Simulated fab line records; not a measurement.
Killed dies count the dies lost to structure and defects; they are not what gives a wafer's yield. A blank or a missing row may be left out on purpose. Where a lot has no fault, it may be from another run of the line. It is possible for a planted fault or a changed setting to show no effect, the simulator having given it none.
Lot-split experiment :: flow berkeleyCmos170 :: 5 lots, 23 wafers read, on a route of 331 steps

SPLIT DETAILS
At UCB170_ACTIVE_OXIDATION_02 (target thk 26.4 nm, ox time 1260 s), the setting tempC was moved away from the recipe's 1000 C on 20 of the 23 wafers read, by -1.9% to +2.9%. The other wafers ran this setting at the recipe's value.

There is no step in the file separating the split from the reading.

THE READING
At UCB170_ACTIVE_THK_MEAS_03: ACTIVE_OXIDE_THK, given in nm. Typical for fault-free wafers on this fab line: 26.1 nm, with standard deviation 0.47 nm.

wafer: L075.1
tool, chamber at the split: -, -
tempC as run, C: 1029
against the recipe: +2.9%
ACTIVE_OXIDE_THK, nm: 33.7
against lot-mates on the recipe: no lot-mate on the recipe

wafer: L075.2
tool, chamber at the split: -, -
tempC as run, C: 1029
against the recipe: +2.9%
ACTIVE_OXIDE_THK, nm: 33.8
against lot-mates on the recipe: no lot-mate on the recipe

wafer: L075.3
tool, chamber at the split: -, -
tempC as run, C: 1029
against the recipe: +2.9%
ACTIVE_OXIDE_THK, nm: 33.9
against lot-mates on the recipe: no lot-mate on the recipe

wafer: L075.5
tool, chamber at the split: -, -
tempC as run, C: 1029
against the recipe: +2.9%
ACTIVE_OXIDE_THK, nm: 33.9
against lot-mates on the recipe: no lot-mate on the recipe

wafer: L075.6
tool, chamber at the split: -, -
tempC as run, C: 1029
against the recipe: +2.9%
ACTIVE_OXIDE_THK, nm: 33.0
against lot-mates on the recipe: no lot-mate on the recipe

wafer: L079.1
tool, chamber at the split: -, -
tempC as run, C: 985.4
against the recipe: -1.5%
ACTIVE_OXIDE_THK, nm: 22.4
against lot-mates on the recipe: no lot-mate on the recipe

wafer: L079.2
tool, chamber at the split: -, -
tempC as run, C: 985.4
against the recipe: -1.5%
ACTIVE_OXIDE_THK, nm: 22.5
against lot-mates on the recipe: no lot-mate on the recipe

wafer: L079.3
tool, chamber at the split: -, -
tempC as run, C: 985.4
against the recipe: -1.5%
ACTIVE_OXIDE_THK, nm: 22.5
against lot-mates on the recipe: no lot-mate on the recipe

wafer: L079.5
tool, chamber at the split: -, -
tempC as run, C: 985.4
against the recipe: -1.5%
ACTIVE_OXIDE_THK, nm: 22.9
against lot-mates on the recipe: no lot-mate on the recipe

wafer: L079.6
tool, chamber at the split: -, -
tempC as run, C: 985.4
against the recipe: -1.5%
ACTIVE_OXIDE_THK, nm: 22.8
against lot-mates on the recipe: no lot-mate on the recipe

wafer: L080.1
tool, chamber at the split: -, -
tempC as run, C: 981
against the recipe: -1.9%
ACTIVE_OXIDE_THK, nm: 21.5
against lot-mates on the recipe: no lot-mate on the recipe

wafer: L080.3
tool, chamber at the split: -, -
tempC as run, C: 981
against the recipe: -1.9%
ACTIVE_OXIDE_THK, nm: 21.8
against lot-mates on the recipe: no lot-mate on the recipe

wafer: L080.4
tool, chamber at the split: -, -
tempC as run, C: 981
against the recipe: -1.9%
ACTIVE_OXIDE_THK, nm: 21.5
against lot-mates on the recipe: no lot-mate on the recipe

wafer: L080.5
tool, chamber at the split: -, -
tempC as run, C: 981
against the recipe: -1.9%
ACTIVE_OXIDE_THK, nm: 21.0
against lot-mates on the recipe: no lot-mate on the recipe

wafer: L080.6
tool, chamber at the split: -, -
tempC as run, C: 981
against the recipe: -1.9%
ACTIVE_OXIDE_THK, nm: 21.5
against lot-mates on the recipe: no lot-mate on the recipe

wafer: L082.2
tool, chamber at the split: furnace-04, 0
tempC as run, C: 1000
against the recipe: recipe
ACTIVE_OXIDE_THK, nm: 25.4
against lot-mates on the recipe: -

wafer: L082.3
tool, chamber at the split: furnace-04, 0
tempC as run, C: 1000
against the recipe: recipe
ACTIVE_OXIDE_THK, nm: 25.8
against lot-mates on the recipe: -

wafer: L082.6
tool, chamber at the split: furnace-04, 0
tempC as run, C: 1000
against the recipe: recipe
ACTIVE_OXIDE_THK, nm: 25.3
against lot-mates on the recipe: -

wafer: L085.1
tool, chamber at the split: -, -
tempC as run, C: 1009
against the recipe: +0.9%
ACTIVE_OXIDE_THK, nm: 28.7
against lot-mates on the recipe: no lot-mate on the recipe

wafer: L085.2
tool, chamber at the split: -, -
tempC as run, C: 1009
against the recipe: +0.9%
ACTIVE_OXIDE_THK, nm: 28.6
against lot-mates on the recipe: no lot-mate on the recipe

wafer: L085.3
tool, chamber at the split: -, -
tempC as run, C: 1009
against the recipe: +0.9%
ACTIVE_OXIDE_THK, nm: 28.8
against lot-mates on the recipe: no lot-mate on the recipe

wafer: L085.4
tool, chamber at the split: -, -
tempC as run, C: 1009
against the recipe: +0.9%
ACTIVE_OXIDE_THK, nm: 28.4
against lot-mates on the recipe: no lot-mate on the recipe

wafer: L085.5
tool, chamber at the split: -, -
tempC as run, C: 1009
against the recipe: +0.9%
ACTIVE_OXIDE_THK, nm: 28.6
against lot-mates on the recipe: no lot-mate on the recipe

THE FIT
A straight line over all 23 wafers: ACTIVE_OXIDE_THK changes by +2.54 nm for each +1% of tempC; r = +1.00; the points scatter about the line by 0.38 nm.
Too few moved wafers have a lot-mate on the recipe to fit a line with each lot's own level taken away.

THE WHOLE CHAIN: every reading that the file lists as answering this split, in the file's order
step: UCB170_ACTIVE_OXIDATION_02
what it does: target thk 26.4 nm, ox time 1260 s
reading: SiO2_of_ACTIVE_OXIDATION_02.thkNm (the simulator's own value, which no gauge read)
change (the file's fit): +2.54 nm for each +1% of the setting
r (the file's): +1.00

step: UCB170_ACTIVE_THK_MEAS_03
what it does: 
reading: ACTIVE_OXIDE_THK
change (the file's fit): +2.54 for each +1% of the setting
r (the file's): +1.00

FILE'S OWN FIT
ACTIVE_OXIDE_THK changes by +2.54 nm for each +1% of tempC, r = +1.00.
